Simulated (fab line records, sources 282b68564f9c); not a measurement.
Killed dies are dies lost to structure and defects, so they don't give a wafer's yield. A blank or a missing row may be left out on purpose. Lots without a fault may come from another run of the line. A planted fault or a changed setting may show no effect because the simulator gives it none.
A struck lot beside a sound one | flow rit_cmos | 15 steps out of a route of 202
Sound: wafers L137.1, L137.3, L137.5. Struck: wafers L145.3, L145.5, L145.6. The cause comes at the end.
At each step with rows: each side's tool, then ch and its chambers, then its first start. Under that, the readings that differ: sound wafers | struck wafers | difference of the means | sigmas: that difference in standard deviations of wafers without a fault.
alike: readings whose means differ by less than 2 such deviations, and words and numbers that are the same on both sides. not compared: withheld readings, readings that some wafer has no value for, bounds like >300 that may hide the same value, and numbers for which the record gives no deviation and whose values overlap.
The two part at a step that has a row with sigmas, a row that says differs or no value, or rows on one side only. Numbers that don't overlap but have no deviation are shown without sigmas and don't part them. A reading that every wafer of one side lacks parts them only if that side has two wafers or more.

first, 1 step without rows for these wafers: RIT_PWELL_DEVELOP_05 (develop time 68 s).
RIT_PWELL_OVL_MEAS_06:
  sound on overlay-01, day 2 00:05; struck on overlay-02, day 3 20:05
  reading        | sound         | struck         | difference | sigmas
  PWELL_OVL (nm) | -0.3 0.2 -0.1 | -2.4 -4.0 -3.4 | -3.2       | -3
then, 2 steps without rows for these wafers: RIT_PWELL_HARDBAKE_07 (time 120 s); RIT_PWELL_IMPLANT_08.
RIT_PWELL_STRIP_09: strips in O2, time 180 s.
  sound on plasma_asher-03 ch 0,1, day 2 00:31; struck on plasma_asher-02 ch 0,1, day 3 20:40
  alike: drypump_motor_current_A
  not compared: rf_hours_counter_h
RIT_PWELL_TW_MEAS_10:
  sound on film_metro-02, day 2 00:41; struck on film_metro-01, day 3 20:48
  reading  | sound       | struck      | difference | sigmas
  PWELL_TW | 936 943 943 | 965 967 965 | +25        | +4
then, 1 step without rows for these wafers: RIT_WELLDRIVE_ANNEAL_00 (time 14700 s).
RIT_WELLDRIVE_RS_MEAS_01: measures by four-point-probe.
  sound on film_metro-01, day 2 05:50; struck on film_metro-03, day 4 01:58
  alike: NWELL_RS
RIT_WELLDRIVE_RS_MEAS_02: measures by four-point-probe.
  sound on film_metro-01, day 2 05:57; struck on film_metro-03, day 4 02:05
  alike: PWELL_RS
then, 3 steps without rows for these wafers: RIT_NRETRO_HMDS_00 (prime time 60 s); RIT_NRETRO_COAT_01 (resist thk 1319 nm); RIT_NRETRO_SOFTBAKE_02 (time 60 s).
RIT_NRETRO_EXPOSE_03: exposes mask M4, target cd 43900 nm.
  sound on iline_stepper-02 ch 0, day 2 06:42; struck on iline_stepper-02 ch 0, day 4 02:39
  reading | sound          | struck                  | difference | sigmas
  mask    | M4#0 M4#0 M4#0 | M4_R1#0 M4_R1#0 M4_R1#0 | differs    |
then, 1 step without rows for these wafers: RIT_NRETRO_PEB_04.
RIT_M1_PROBE_99:
  the record has rows for the sound wafers here (prober-02, day 3 17:05) and none for the struck ones

WHERE THEY PART
First at RIT_PWELL_OVL_MEAS_06; last, within this record, at RIT_M1_PROBE_99.

WHY: what the simulator had put in
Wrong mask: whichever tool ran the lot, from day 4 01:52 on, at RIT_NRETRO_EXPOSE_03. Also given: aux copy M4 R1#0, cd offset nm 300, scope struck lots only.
